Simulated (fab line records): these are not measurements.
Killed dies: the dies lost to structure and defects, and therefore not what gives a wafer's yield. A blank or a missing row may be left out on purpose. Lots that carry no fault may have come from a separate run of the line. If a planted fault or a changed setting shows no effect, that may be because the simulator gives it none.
Which tool was responsible?	flow berkeley-cmos170	21 wafers sampled from 7 lots at 1 step of a route of 331

## WHAT EACH GAUGE READ, for each wafer
UCB170_M2_RS_MEAS_02: a four-point-probe measurement.
lot	measured	on	M2_AL_RS (ohm/sq)
L918	day 8 05:17	film-metro-04	0.0319 0.0318 0.0323
L920	day 8 16:33	film-metro-03	0.0321 0.0330 0.0329
L922	day 9 01:05	film-metro-04	0.0328 0.0318 0.0317
L924	day 9 10:24	film-metro-01	0.0328 0.0322 0.0327
L933	day 11 03:19	film-metro-03	0.0316 0.0326 0.0316
L939	day 12 02:28	film-metro-01	0.0325 0.0329 0.0321
L938	day 12 06:54	film-metro-04	0.0323 0.0315 0.0321

## TOOL THAT RAN EACH LOT (tool first, then ch and the chambers of the sampled wafers, then the start)
The record shows no process step preceding these readings.

## THE ANSWER, worked out from the rows above alone
Rule: what is usual is taken from the lots themselves. Put in order of their means at a reading, lots are off if they are a third of the lots or fewer, leave a main group of 4 or more, and stand apart from it by a gap of 3 or more times the standard deviation of the main group's means; of several such gaps the widest counts. A main group whose means are all the same, to the digits that the tables above print for the reading, isn't used. A lot without any number at a reading at which 4 lots or more have one is off too. Any other lot the step has rows for is counted as sound.
No lot is off on any of the readings shown, so nothing can be concluded from this.

## WHAT THE SIMULATOR HAD INSERTED
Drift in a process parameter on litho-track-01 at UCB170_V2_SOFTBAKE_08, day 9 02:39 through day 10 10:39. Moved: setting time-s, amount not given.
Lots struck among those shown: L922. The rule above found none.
